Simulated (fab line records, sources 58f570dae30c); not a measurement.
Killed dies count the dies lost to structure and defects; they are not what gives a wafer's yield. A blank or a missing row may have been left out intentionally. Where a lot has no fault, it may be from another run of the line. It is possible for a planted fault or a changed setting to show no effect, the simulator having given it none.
The tool behind it: which one? -- flow berkeley-cmos170 -- 14 lots with 42 wafers sampled at 5 steps, on a route of 331 steps

WHAT THE GAUGES READ, wafer by wafer
UCB170_V1_BOW_MEAS_03. Usual: for V1_BOW the level is 20 um and the standard deviation is 7.
lot,measured,on,V1_BOW (um),flag
L862,day 7 17:41,film-metro-01,22 11 23,
L861,day 7 20:39,film-metro-01,19 23 21,
L863,day 8 01:43,film-metro-01,30 31 30,
L865,day 8 01:55,film-metro-04,14 13 17,
L864,day 8 02:18,film-metro-01,27 18 25,
L867,day 8 02:13,film-metro-03,33 18 15,
L875,day 9 21:01,film-metro-03,7 19 8,
L874,day 10 06:56,film-metro-04,21 16 31,
L873,day 10 12:23,film-metro-03,22 26 13,
L876,day 10 12:43,film-metro-04,15 27 15,
L871,day 10 12:24,film-metro-01,17 14 17,
L877,day 10 23:01,film-metro-04,20 15 24,
L879,day 11 04:18,film-metro-01,16 2 23,
L884,day 12 03:08,film-metro-03,17 4 6,

UCB170_V1_THK_MEAS_04. Usual: for V1_POLISHED_THK the level is 1021.0 nm and the standard deviation is 1.5.
lot,measured,on,V1_POLISHED_THK (nm),flag
L862,day 7 17:49,film-metro-01,1022.0 1023.1 1021.2,
L861,day 7 20:46,film-metro-01,1022.3 1022.8 1022.1,
L863,day 8 01:50,film-metro-01,1019.2 1022.2 1020.9,
L865,day 8 02:02,film-metro-04,1020.7 1019.0 1019.5,
L864,day 8 02:25,film-metro-01,1023.9 1023.2 1022.6,
L867,day 8 02:20,film-metro-03,1019.7 1020.0 1020.4,
L875,day 9 21:08,film-metro-03,1021.4 1019.7 1021.5,
L874,day 10 07:03,film-metro-04,1019.9 1017.8 1021.5,
L873,day 10 12:31,film-metro-03,1020.9 1019.9 1020.9,
L876,day 10 12:49,film-metro-04,1020.4 1022.9 1021.8,
L871,day 10 12:31,film-metro-01,1021.8 1021.9 1021.9,
L877,day 10 23:07,film-metro-04,1021.4 1020.5 1023.5,
L879,day 11 04:25,film-metro-01,1019.2 1018.7 1019.5,
L884,day 12 03:15,film-metro-03,1018.1 1019.0 1018.5,

UCB170_M2_CD_MEAS_15: the cd target is 700 nm. Usual: 700.2 nm for cd-nm, sd 1.1.
lot,measured,on,cd-nm (nm),flag
L862,day 7 21:44,cd-sem-02,700.6 700.8 701.6,
L861,day 8 00:30,cd-sem-02,700.4 700.8 702.3,
L863,day 8 08:28,cd-sem-01,700.4 699.8 698.7,
L865,day 8 08:31,cd-sem-02,700.2 702.2 700.0,
L864,day 8 09:07,cd-sem-02,700.7 700.5 700.7,
L867,day 8 09:04,cd-sem-01,701.2 701.6 701.2,
L875,day 10 03:56,cd-sem-01,699.6 698.4 700.3,
L874,day 10 13:53,cd-sem-02,700.7 701.3 700.6,
L873,day 10 17:47,cd-sem-02,706.5 706.0 707.0 706.6 706.3 706.4,OFF
L876,day 10 18:07,cd-sem-01,701.6 700.2 700.0,
L871,day 10 17:31,cd-sem-01,703.8 706.3 705.3 703.8 706.3 705.1,OFF
L877,day 11 04:59,cd-sem-01,701.0 700.0 699.9,
L879,day 11 10:49,cd-sem-01,700.5 699.9 699.7,
L884,day 12 07:56,cd-sem-02,700.1 702.3 700.7,

WHAT TOOL EACH LOT RAN ON (gives the tool, then ch and the chambers of the sampled wafers, and finally the start)
lot,UCB170_CONTACT_ETCH_18,UCB170_M2_DEVELOP_14
L862,"rie-diel-02 ch 1,2,3, day 7 17:41 or earlier","litho-track-04 ch 0, day 7 21:00"
L861,"rie-diel-02 ch 0,1,2, day 7 20:39 or earlier","litho-track-01 ch 0, day 8 00:00"
L863,"rie-diel-02 ch 0,1, day 8 01:43 or earlier","litho-track-01 ch 0, day 8 08:00"
L865,"rie-diel-03 ch 0, day 8 01:55 or earlier","litho-track-04 ch 0, day 8 08:00"
L864,"rie-diel-04 ch 1,3, day 8 02:18 or earlier","litho-track-03 ch 0, day 8 08:00"
L867,"rie-diel-03 ch 0,2, day 8 02:13 or earlier","litho-track-01 ch 0, day 8 08:00"
L875,"rie-diel-04 ch 0,2,3, day 9 21:01 or earlier","litho-track-04 ch 0, day 10 03:00"
L874,"rie-diel-02 ch 2,3, day 10 06:56 or earlier","litho-track-04 ch 0, day 10 13:00"
L873,"rie-diel-02 ch 1,2, day 10 12:23 or earlier","litho-track-01 ch 0, day 10 17:00"
L876,"rie-diel-04 ch 0,1,2, day 10 12:43 or earlier","litho-track-03 ch 0, day 10 17:00"
L871,"rie-diel-02 ch 2,3, day 10 12:24 or earlier","litho-track-01 ch 0, day 10 17:00"
L877,"rie-diel-04 ch 0,1,3, day 10 23:01 or earlier","litho-track-04 ch 0, day 11 04:00"
L879,"rie-diel-04 ch 0,1, day 11 04:18 or earlier","litho-track-03 ch 0, day 11 10:00"
L884,"rie-diel-04 ch 1,3, day 12 03:08 or earlier","litho-track-04 ch 0, day 12 07:00"
- UCB170_CONTACT_ETCH_18: etches PSG in CHF3/CF4/Ar, stops on TiSi2, target depth 840 nm, time 195 s.
- UCB170_M2_DEVELOP_14: develop time 45 s.

AS READ BY THE TOOLS THEMSELVES (means over the sampled wafers that have a number; for cases with no such wafer, the mark the record gives instead)
UCB170_CONTACT_ETCH_18. Usual: drypump-motor-current-A 6.1 A, standard deviation 0.47; oes-product-au 0.899 a.u., standard deviation 0.014; throttle-valve-pct 6.88 %, standard deviation 0.14.
lot,tool,drypump-motor-current-A (A),oes-product-au (a.u.),throttle-valve-pct (%),flag
L862,rie-diel-02,5.8,0.891,6.90,
L861,rie-diel-02,5.6,0.895,6.93,
L863,rie-diel-02,5.6,0.903,6.80,
L865,rie-diel-03,5.7,0.904,7.13,
L864,rie-diel-04,6.5,0.882,6.84,
L867,rie-diel-03,6.1,0.904,6.90,
L875,rie-diel-04,6.2,0.908,6.85,
L874,rie-diel-02,5.8,0.882,7.03,
L873,rie-diel-02,5.5,0.890,7.03,
L876,rie-diel-04,6.1,0.903,6.86,
L871,rie-diel-02,6.1,0.885,6.88,
L877,rie-diel-04,6.5,0.909,6.81,
L879,rie-diel-04,6.5,0.905,6.80,
L884,rie-diel-04,6.5,0.906,6.82,

THE ANSWER, worked out from the rows above alone
Rule: a lot is off if the mean of its wafers that have a number lies more than 3 standard deviations from the usual mean. Also off: a lot with no number at a reading for which 4 or more lots have one. All remaining lots with rows at the step are treated as sound. The gauges are gone through in route order, then the tools' own readings, and for those a lot's mean is taken as printed above. The first step at which some lot is off is used, and at that step the reading that is off furthest; a lot without a number counts as furthest.
Off at UCB170_M2_CD_MEAS_15 (cd-nm): L873, L871.
A tool fits if, at a process step before that reading, it ran every lot that is off, and no sound lot after the first of them. Gauges at UCB170_M2_CD_MEAS_15: tried the same way as those tools. UCB170_CONTACT_ETCH_18 gives no start for some lots, so the hours and the order of its lots are those of UCB170_V1_BOW_MEAS_03. 2 tools fit, rie-diel-02 at UCB170_CONTACT_ETCH_18 and litho-track-01 at UCB170_M2_DEVELOP_14, so this cannot tell which one it is.

WHAT THE SIMULATOR HAD PUT IN
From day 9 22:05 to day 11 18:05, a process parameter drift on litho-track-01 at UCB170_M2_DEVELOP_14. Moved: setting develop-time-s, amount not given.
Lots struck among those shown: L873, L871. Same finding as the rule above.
